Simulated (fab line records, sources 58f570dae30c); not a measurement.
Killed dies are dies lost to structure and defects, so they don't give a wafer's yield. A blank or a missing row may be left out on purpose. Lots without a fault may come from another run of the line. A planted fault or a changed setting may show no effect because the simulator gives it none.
A struck lot beside a sound one | flow berkeley_cmos170 | 17 steps out of a route of 331
Sound: wafers L139.2, L139.4, L139.6. Struck: wafer L149.3. (L149.1, L149.2 of the same lot were not struck and are left out.) The cause comes at the end.
At each step with rows: each side's tool, then ch and its chambers, then its first start. Under that, the readings that differ: sound wafers | struck wafers | difference of the means | sigmas: that difference in standard deviations of wafers without a fault.
alike: readings whose means differ by less than 2 such deviations, and words and numbers that are the same on both sides. not compared: withheld readings, readings that some wafer has no value for, bounds like >300 that may hide the same value, and numbers for which the record gives no deviation and whose values overlap.
The two part at a step that has a row with sigmas, a row that says differs or no value, or rows on one side only. Numbers that don't overlap but have no deviation are shown without sigmas and don't part them. A reading that every wafer of one side lacks parts them only if that side has two wafers or more.

first, 6 steps without rows for these wafers: UCB170_V2_HMDS_06 (prime time 60 s); UCB170_V2_COAT_07 (resist thk 900 nm); UCB170_V2_SOFTBAKE_08 (time 60 s); UCB170_V2_EXPOSE_09 (exposes mask VIA2, target cd 700 nm); UCB170_V2_PEB_10; UCB170_V2_DEVELOP_11 (develop time 45 s).
UCB170_V2_CD_MEAS_12: target cd 700 nm.
  sound on cd_sem-01, day 8 11:29; struck on cd_sem-02, day 10 07:31
  alike: cd_nm
UCB170_V2_OVL_MEAS_13:
  sound on overlay-01, day 8 11:35; struck on overlay-01, day 10 07:38
  reading     | sound    | struck | difference | sigmas
  V2_OVL (nm) | -4 -2 -5 | 8      | +12        | +2
UCB170_V2_ETCH_14: etches SiO2 in CHF3/CF4/Ar, stops on Al, target depth 1250 nm, time 284.9 s.
  sound on rie_diel-03 ch 0,1, day 8 11:37; struck on rie_diel-04 ch 1, day 10 07:40
  reading               | sound             | struck | difference | sigmas
  oes_product_au (a.u.) | 0.913 0.918 0.916 | 0.883  | -0.033     | -3
  alike: drypump_motor_current_A, throttle_valve_pct
  not compared: rf_hours_counter_h
UCB170_V2_STRIP_15: strips in O2.
  sound on plasma_asher-04 ch 0, day 8 11:48; struck on plasma_asher-03 ch 0, day 10 07:50
  reading                     | sound       | struck | difference | sigmas
  drypump_motor_current_A (A) | 4.6 4.6 4.7 | 6.1    | +1.5       | +3
  alike: o2_flow_sccm, oes_product_au, strip_time_to_endpoint_s
  not compared: rf_hours_counter_h
UCB170_V2_CD_MEAS_90: target cd 700 nm.
  sound on cd_sem-02, day 8 11:55; struck on cd_sem-01, day 10 07:56
  alike: cd_nm
then, 1 step without rows for these wafers: UCB170_M3_PRE_CLEAN_00 (preclean etch time 60 s).
UCB170_M3_SPUTTER_01: material Al, target thk 900 nm, time 120 s.
  sound on pvd_sputter-02, day 8 12:05; struck on pvd_sputter-02, day 10 08:08
  reading                               | sound           | struck | difference | sigmas
  model.Al_of_M3_SPUTTER_01.thk_nm (nm) | 897 903.8 897.6 | 952.3  | +52.8      |
  alike: throttle_valve_pct
UCB170_M3_RS_MEAS_02: measures by four-point-probe.
  sound on film_metro-01, day 8 12:11; struck on film_metro-03, day 10 08:13
  reading           | sound                | struck | difference | sigmas
  M3_AL_RS (ohm/sq) | 0.0323 0.0320 0.0322 | 0.0303 | -0.0019    | -5
UCB170_M3_THK_MEAS_03: measures by xrf.
  sound on film_metro-01, day 8 12:18; struck on film_metro-03, day 10 08:20
  reading        | sound       | struck | difference | sigmas
  M3_AL_THK (nm) | 915 919 910 | 959    | +44        | +4
then, 2 steps without rows for these wafers: UCB170_M3_HMDS_04 (prime time 60 s); UCB170_M3_PROBE_99.

WHERE THEY PART
First at UCB170_V2_OVL_MEAS_13; last, within this record, at UCB170_M3_THK_MEAS_03.

WHY: what the simulator had put in
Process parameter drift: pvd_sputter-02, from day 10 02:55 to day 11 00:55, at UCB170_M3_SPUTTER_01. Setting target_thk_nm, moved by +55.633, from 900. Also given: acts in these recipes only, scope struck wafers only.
